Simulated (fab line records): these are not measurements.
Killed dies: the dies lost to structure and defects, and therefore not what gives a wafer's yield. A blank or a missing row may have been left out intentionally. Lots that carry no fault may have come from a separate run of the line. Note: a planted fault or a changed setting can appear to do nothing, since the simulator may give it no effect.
Which tool is to blame?    flow berkeley cmos170    21 wafers sampled from 7 lots at 1 step of a route of 331

## WHAT THE GAUGES READ, wafer by wafer
UCB170_GATE_OVL_MEAS_13.
lot   measured      on          GATE_OVL (nm)
L508  day 6 19:55   overlay-01  -15 -5 -14
L506  day 6 20:13   overlay-01  2 3 6
L510  day 7 11:46   overlay-01  -3 3 5
L513  day 7 17:21   overlay-02  1 -3 2
L519  day 9 03:25   overlay-01  -7 -9 -9
L517  day 9 03:54   overlay-01  -7 -2 -1
L528  day 10 12:49  overlay-02  -13 -7 -11

## EACH LOT AND THE TOOL THAT RAN IT (in order: tool; ch and the chambers of the sampled wafers; start)
There is no process step in the record ahead of these readings.

## THE ANSWER, worked out from the rows above alone
Rule: what is usual is taken from the lots themselves. Put in order of their means at a reading, lots are off if they are a third of the lots or fewer, leave a main group of 4 or more, and stand apart from it by a gap of 3 or more times the standard deviation of the main group's means; of several such gaps the widest counts. A main group whose means are all the same, to the digits that the tables above print for the reading, isn't used. A lot without any number at a reading at which 4 lots or more have one is off too. All remaining lots with rows at the step are treated as sound.
None of the lots is off at any reading shown; this tells nothing.

## WHAT WAS PUT IN BY THE SIMULATOR
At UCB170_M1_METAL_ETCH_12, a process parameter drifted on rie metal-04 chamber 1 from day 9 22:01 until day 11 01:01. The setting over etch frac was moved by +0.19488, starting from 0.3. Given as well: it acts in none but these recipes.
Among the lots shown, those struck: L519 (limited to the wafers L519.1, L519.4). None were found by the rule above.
